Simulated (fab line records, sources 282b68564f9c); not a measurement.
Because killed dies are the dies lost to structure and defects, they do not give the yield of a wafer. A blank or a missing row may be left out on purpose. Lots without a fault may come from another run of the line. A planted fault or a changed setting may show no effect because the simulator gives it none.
Check for tools in common || flow ritCmos || Sampled: 16 lots, 48 wafers

== THE REASON FOR OPENING IT ==
4 of 16 lots carry a flag on the reading NLDD_TW at RIT_NLDD_TW_MEAS_10. No-fault wafers: 2488, standard deviation 18.
Rule: flag the lot when none of its wafers has a number, or when each of its wafers that has one lies beyond 4 standard deviations from that mean. All remaining lots are regarded as sound.

{"lot": "L791", "measured": "day 3 00:32", "on": "filmMetro-02", "NLDD_TW, wafer by wafer": "2503 2512 2518", "flag": ""}
{"lot": "L792", "measured": "day 3 05:44", "on": "filmMetro-03", "NLDD_TW, wafer by wafer": "2490 2490 2508", "flag": ""}
{"lot": "L793", "measured": "day 3 07:44", "on": "filmMetro-01", "NLDD_TW, wafer by wafer": "2471 2475 2475", "flag": ""}
{"lot": "L794", "measured": "day 3 15:21", "on": "filmMetro-01", "NLDD_TW, wafer by wafer": "2467 2472 2462", "flag": ""}
{"lot": "L795", "measured": "day 3 23:10", "on": "filmMetro-01", "NLDD_TW, wafer by wafer": "2466 2458 2471", "flag": ""}
{"lot": "L796", "measured": "day 3 23:24", "on": "filmMetro-02", "NLDD_TW, wafer by wafer": "2509 2510 2513", "flag": ""}
{"lot": "L797", "measured": "day 4 02:34", "on": "filmMetro-03", "NLDD_TW, wafer by wafer": "2489 2485 2477", "flag": ""}
{"lot": "L798", "measured": "day 4 10:59", "on": "filmMetro-01", "NLDD_TW, wafer by wafer": "2466 2462 2464", "flag": ""}
{"lot": "L799", "measured": "day 4 12:29", "on": "filmMetro-03", "NLDD_TW, wafer by wafer": "2470 2495 2490", "flag": ""}
{"lot": "L800", "measured": "day 4 20:13", "on": "filmMetro-01", "NLDD_TW, wafer by wafer": "2457 2468 2466", "flag": ""}
{"lot": "L801", "measured": "day 5 03:47", "on": "filmMetro-01", "NLDD_TW, wafer by wafer": "2469 2463 2466", "flag": ""}
{"lot": "L802", "measured": "day 5 06:10", "on": "filmMetro-03", "NLDD_TW, wafer by wafer": "2477 2498 2492", "flag": ""}
{"lot": "L803", "measured": "day 5 07:52", "on": "filmMetro-03", "NLDD_TW, wafer by wafer": "1338 1332 1329", "flag": "FLAGGED"}
{"lot": "L804", "measured": "day 5 16:22", "on": "filmMetro-03", "NLDD_TW, wafer by wafer": "1334 1340 1331", "flag": "FLAGGED"}
{"lot": "L805", "measured": "day 5 22:24", "on": "filmMetro-01", "NLDD_TW, wafer by wafer": "1308 1311 1314", "flag": "FLAGGED"}
{"lot": "L806", "measured": "day 6 07:07", "on": "filmMetro-01", "NLDD_TW, wafer by wafer": "1323 1326 1330", "flag": "FLAGGED"}
On average the flagged lots' numbers are 1326, which is -1162 against the usual, or -65 standard deviations.

== EACH LOT AND THE TOOL IT RAN ON ==
The record keeps 1 process step preceding the reading, out of 202 steps on the route. In each cell: the tool, then ch and the chambers that the sampled wafers went through, then the start.
{"lot": "L791", "flag": "", "RIT_NLDD_IMPLANT_08": "implanter-01 ch 0, day 3 00:12"}
{"lot": "L792", "flag": "", "RIT_NLDD_IMPLANT_08": "implanter-01 ch 0, day 3 05:25"}
{"lot": "L793", "flag": "", "RIT_NLDD_IMPLANT_08": "implanter-01 ch 0, day 3 07:26"}
{"lot": "L794", "flag": "", "RIT_NLDD_IMPLANT_08": "implanter-01 ch 0, day 3 15:02"}
{"lot": "L795", "flag": "", "RIT_NLDD_IMPLANT_08": "implanter-03 ch 0, day 3 22:52"}
{"lot": "L796", "flag": "", "RIT_NLDD_IMPLANT_08": "implanter-02 ch 0, day 3 23:05"}
{"lot": "L797", "flag": "", "RIT_NLDD_IMPLANT_08": "implanter-01 ch 0, day 4 02:14"}
{"lot": "L798", "flag": "", "RIT_NLDD_IMPLANT_08": "implanter-01 ch 0, day 4 10:40"}
{"lot": "L799", "flag": "", "RIT_NLDD_IMPLANT_08": "implanter-01 ch 0, day 4 12:11"}
{"lot": "L800", "flag": "", "RIT_NLDD_IMPLANT_08": "implanter-01 ch 0, day 4 19:53"}
{"lot": "L801", "flag": "", "RIT_NLDD_IMPLANT_08": "implanter-03 ch 0, day 5 03:28"}
{"lot": "L802", "flag": "", "RIT_NLDD_IMPLANT_08": "implanter-01 ch 0, day 5 05:51"}
{"lot": "L803", "flag": "FLAGGED", "RIT_NLDD_IMPLANT_08": "implanter-01 ch 0, day 5 07:32"}
{"lot": "L804", "flag": "FLAGGED", "RIT_NLDD_IMPLANT_08": "implanter-01 ch 0, day 5 16:03"}
{"lot": "L805", "flag": "FLAGGED", "RIT_NLDD_IMPLANT_08": "implanter-02 ch 0, day 5 22:05"}
{"lot": "L806", "flag": "FLAGGED", "RIT_NLDD_IMPLANT_08": "implanter-03 ch 0, day 6 06:49"}
These steps, and what they do:
- RIT_NLDD_IMPLANT_08
- RIT_NLDD_TW_MEAS_10

== FLAGGED OVER TOTAL, TOOL BY TOOL (the gauges that took the reading come last) ==
{"step": "RIT_NLDD_IMPLANT_08", "tool": "implanter-01", "lots run": 11, "flagged": 2, "share of the flagged lots": "some", "sound lots run after its first flagged lot": 0}
{"step": "RIT_NLDD_IMPLANT_08", "tool": "implanter-02", "lots run": 2, "flagged": 1, "share of the flagged lots": "some", "sound lots run after its first flagged lot": 0}
{"step": "RIT_NLDD_IMPLANT_08", "tool": "implanter-03", "lots run": 3, "flagged": 1, "share of the flagged lots": "some", "sound lots run after its first flagged lot": 0}
{"step": "RIT_NLDD_TW_MEAS_10", "tool": "filmMetro-01", "lots run": 8, "flagged": 2, "share of the flagged lots": "some", "sound lots run after its first flagged lot": 0}
{"step": "RIT_NLDD_TW_MEAS_10", "tool": "filmMetro-02", "lots run": 2, "flagged": 0, "share of the flagged lots": "none", "sound lots run after its first flagged lot": "-"}
{"step": "RIT_NLDD_TW_MEAS_10", "tool": "filmMetro-03", "lots run": 6, "flagged": 2, "share of the flagged lots": "some", "sound lots run after its first flagged lot": 0}

== THE TABLE: WHAT IT ALLOWS ==
No row of the table ran every flagged lot.

== WHAT THE SIMULATOR HAD INSERTED ==
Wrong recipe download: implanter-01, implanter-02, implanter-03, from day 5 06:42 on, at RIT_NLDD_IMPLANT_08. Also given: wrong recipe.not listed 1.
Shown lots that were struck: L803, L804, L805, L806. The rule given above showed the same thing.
